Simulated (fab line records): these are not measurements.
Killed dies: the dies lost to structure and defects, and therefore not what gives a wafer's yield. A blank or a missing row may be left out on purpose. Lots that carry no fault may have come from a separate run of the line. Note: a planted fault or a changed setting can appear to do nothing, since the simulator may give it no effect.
Split-lot trial ; flow ritCmos ; on a route of 202 steps: 5 lots, 23 wafers read

## ABOUT THE SPLIT
At RIT_M1_EXPOSE_06 (exposes mask M12, target cd 2600 nm), the setting doseMj was moved away from the recipe's 250 on 8 of the 23 wafers read, by -3.4% to +5.6%. This setting was run at the recipe's value on the other wafers.

## FROM THE SPLIT TO THE READING: what the file shows between them, 7 steps
- RIT_M1_PEB_07
- RIT_M1_DEVELOP_08: develop time 68 s
- RIT_M1_CD_MEAS_09: target cd 2600 nm
- RIT_M1_HARDBAKE_11: time 120 s
- RIT_M1_METAL_ETCH_12: etches Al in Cl2/BCl3, stops on SiO2, time 165 s, target depth 600 nm
- RIT_M1_STRIP_13: strips in nmp, time 600 s
- RIT_M1_STRIP_14: strips in O2, time 180 s

## THE READING
cdNm (nm) at RIT_M1_CD_MEAS_90, where the cd target is 2600 nm. Fault-free wafers of this fab line usually give 2599 nm, standard deviation 4 nm.

wafer;tool, chamber at the split;doseMj as run;against the recipe;cdNm, nm;against lot-mates on the recipe
L078.2;ilineStepper-01, 0;250;recipe;2597;-
L078.3;ilineStepper-01, 0;263.9;+5.6%;2583;-16
L078.4;ilineStepper-01, 0;263.9;+5.6%;2582;-16
L078.5;ilineStepper-01, 0;263.9;+5.6%;2584;-14
L078.6;ilineStepper-01, 0;250;recipe;2600;-
L079.2;ilineStepper-01, 0;250;recipe;2601;-
L079.3;ilineStepper-01, 0;250;recipe;2602;-
L079.6;ilineStepper-01, 0;250;recipe;2602;-
L080.1;ilineStepper-02, 0;250;recipe;2602;-
L080.2;ilineStepper-02, 0;250;recipe;2598;-
L080.4;ilineStepper-02, 0;250;recipe;2594;-
L080.5;ilineStepper-02, 0;250;recipe;2592;-
L080.6;ilineStepper-02, 0;250;recipe;2601;-
L083.1;ilineStepper-01, 0;242.1;-3.2%;2599;+8
L083.2;ilineStepper-01, 0;242.1;-3.2%;2604;+13
L083.3;ilineStepper-01, 0;250;recipe;2592;-
L083.4;ilineStepper-01, 0;250;recipe;2590;-
L083.6;ilineStepper-01, 0;242.1;-3.2%;2601;+10
L084.2;ilineStepper-02, 0;250;recipe;2603;-
L084.3;ilineStepper-02, 0;241.5;-3.4%;2614;+11
L084.4;ilineStepper-02, 0;250;recipe;2603;-
L084.5;ilineStepper-02, 0;241.5;-3.4%;2609;+6
L084.6;ilineStepper-02, 0;250;recipe;2603;-

FIT RESULTS
A straight line over all 23 wafers: cdNm changes by -2.56 nm for each +1% of doseMj; r = -0.83; the points scatter about the line by 4.6 nm.
The same after taking each lot's own level away (the mean of its wafers on the recipe; 23 wafers): -2.84 nm for each +1%; r = -0.95; scatter 2.4 nm.
The reading moves by 16 nm for the largest change in doseMj, on that fit.
The lots' own levels span 2591.0 to 2603.0 nm, that is 3.0 times the standard deviation above.
Hence the lot-to-lot level has little effect on the slope; both slopes agree.
Check: with one of the wafers moved furthest among these (+5.6%) left out of the fit, the line predicts -15.7 nm for it against its lot-mates. It came out at -15.5 nm against them.

## FURTHER SPLITS ON THESE WAFERS
Before the reading, these wafers also passed through other splits. Each is held against what the fit with the lots' levels taken away leaves over:
other split on the same wafers;wafers away from the commonest value;r with cdNm (lot level and that fit taken away)
RIT_CONTACT_COAT_03 resistThkNm;11;+0.05

## THE WHOLE CHAIN: every reading that the file lists as answering this split, in the file's order
step;what it does;reading;change (the file's fit);r (the file's)
RIT_M1_CD_MEAS_09;target cd 2600 nm;cdNm;-2.71 nm for each +1% of the setting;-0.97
RIT_M1_METAL_ETCH_12;etches Al in Cl2/BCl3, stops on SiO2, time 165 s, target depth 600 nm;M1.cdNm (the simulator's own value, which no gauge read);-2.74 nm for each +1% of the setting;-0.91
RIT_M1_CD_MEAS_90;target cd 2600 nm;cdNm;-2.77 nm for each +1% of the setting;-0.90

## THE FILE'S OWN FIT
cdNm changes by -2.77 nm for each +1% of doseMj, r = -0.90.
